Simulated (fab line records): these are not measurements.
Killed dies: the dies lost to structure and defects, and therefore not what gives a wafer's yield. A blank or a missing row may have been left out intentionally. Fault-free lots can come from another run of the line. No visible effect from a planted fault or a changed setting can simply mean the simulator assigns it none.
Which tool did it? || flow ritCmos || at 1 step of a route of 202, 14 lots with 42 wafers sampled

== WHAT EACH GAUGE READ, for each wafer ==
Not one reading of a measure or inspect step in the record can be checked against a usual standard deviation.

== EACH LOT AND THE TOOL THAT RAN IT (in order: tool; ch and the chambers of the sampled wafers; start) ==
{"lot": "L430", "RIT_PLDD_EXPOSE_03": "ilineStepper-02 ch 0, day 2 18:18"}
{"lot": "L432", "RIT_PLDD_EXPOSE_03": "ilineStepper-01 ch 0, day 3 06:19"}
{"lot": "L434", "RIT_PLDD_EXPOSE_03": "ilineStepper-02 ch 0, day 3 14:23"}
{"lot": "L436", "RIT_PLDD_EXPOSE_03": "ilineStepper-02 ch 0, day 4 00:02"}
{"lot": "L437", "RIT_PLDD_EXPOSE_03": "ilineStepper-02 ch 0, day 4 05:06"}
{"lot": "L438", "RIT_PLDD_EXPOSE_03": "ilineStepper-02 ch 0, day 4 11:16"}
{"lot": "L439", "RIT_PLDD_EXPOSE_03": "ilineStepper-02 ch 0, day 4 16:30"}
{"lot": "L440", "RIT_PLDD_EXPOSE_03": "ilineStepper-02 ch 0, day 4 19:40"}
{"lot": "L441", "RIT_PLDD_EXPOSE_03": "ilineStepper-01 ch 0, day 5 03:06"}
{"lot": "L444", "RIT_PLDD_EXPOSE_03": "ilineStepper-01, day 5 18:49"}
{"lot": "L445", "RIT_PLDD_EXPOSE_03": "ilineStepper-02, day 5 21:43"}
{"lot": "L446", "RIT_PLDD_EXPOSE_03": "ilineStepper-02 ch 0, day 6 03:22"}
{"lot": "L451", "RIT_PLDD_EXPOSE_03": "ilineStepper-02 ch 0, day 7 04:19"}
{"lot": "L452", "RIT_PLDD_EXPOSE_03": "ilineStepper-02 ch 0, day 7 09:11"}
- RIT_PLDD_EXPOSE_03: exposes mask M8, target cd 40900 nm.

== AS READ BY THE TOOLS THEMSELVES (means over the sampled wafers that have a number; for cases with no such wafer, the mark the record gives instead) ==
RIT_PLDD_EXPOSE_03.
{"lot": "L430", "tool": "ilineStepper-02", "exposureDoseMJCm2": 249.89, "focusOffsetNm (nm)": 0.0}
{"lot": "L432", "tool": "ilineStepper-01", "exposureDoseMJCm2": 249.98, "focusOffsetNm (nm)": -0.3}
{"lot": "L434", "tool": "ilineStepper-02", "exposureDoseMJCm2": 249.89, "focusOffsetNm (nm)": -0.9}
{"lot": "L436", "tool": "ilineStepper-02", "exposureDoseMJCm2": 250.27, "focusOffsetNm (nm)": 0.1}
{"lot": "L437", "tool": "ilineStepper-02", "exposureDoseMJCm2": 249.94, "focusOffsetNm (nm)": 0.1}
{"lot": "L438", "tool": "ilineStepper-02", "exposureDoseMJCm2": 249.92, "focusOffsetNm (nm)": 0.4}
{"lot": "L439", "tool": "ilineStepper-02", "exposureDoseMJCm2": 250.10, "focusOffsetNm (nm)": 0.2}
{"lot": "L440", "tool": "ilineStepper-02", "exposureDoseMJCm2": 249.96, "focusOffsetNm (nm)": -0.0}
{"lot": "L441", "tool": "ilineStepper-01", "exposureDoseMJCm2": 250.13, "focusOffsetNm (nm)": -0.1}
{"lot": "L444", "tool": "ilineStepper-01", "exposureDoseMJCm2": "-", "focusOffsetNm (nm)": "-"}
{"lot": "L445", "tool": "ilineStepper-02", "exposureDoseMJCm2": "-", "focusOffsetNm (nm)": "-"}
{"lot": "L446", "tool": "ilineStepper-02", "exposureDoseMJCm2": 250.08, "focusOffsetNm (nm)": -0.2}
{"lot": "L451", "tool": "ilineStepper-02", "exposureDoseMJCm2": 250.08, "focusOffsetNm (nm)": 0.3}
{"lot": "L452", "tool": "ilineStepper-02", "exposureDoseMJCm2": 250.29, "focusOffsetNm (nm)": -0.7}

== THE ANSWER, worked out from the rows above alone ==
Rule: the usual values come from the lots themselves. Put in order of their means at a reading, lots are off if they are a third of the lots or fewer, leave a main group of 4 or more, and stand apart from it by a gap of 3 or more times the standard deviation of the main group's means; of several such gaps the widest counts. Not used: any main group whose means are identical at the precision the tables above print for the reading. A lot without any number at a reading at which 4 lots or more have one is off too. Any other lot the step has rows for is counted as sound. First the gauges in route order, then the tools' own readings, where a lot's mean is used as printed above. At the first step where some lot is off, the reading lying furthest off is the one used; lots without a number count as furthest.
Off at RIT_PLDD_EXPOSE_03 (exposureDoseMJCm2): L444, L445. Without a number there: L444, L445. Mean 250.04 and standard deviation 0.13 in the main group.
A tool fits if, at that step or a process step before it, it ran every lot that is off, and no sound lot after the first of them. Not one of the candidates tried fits.

== WHAT THE SIMULATOR HAD INSERTED ==
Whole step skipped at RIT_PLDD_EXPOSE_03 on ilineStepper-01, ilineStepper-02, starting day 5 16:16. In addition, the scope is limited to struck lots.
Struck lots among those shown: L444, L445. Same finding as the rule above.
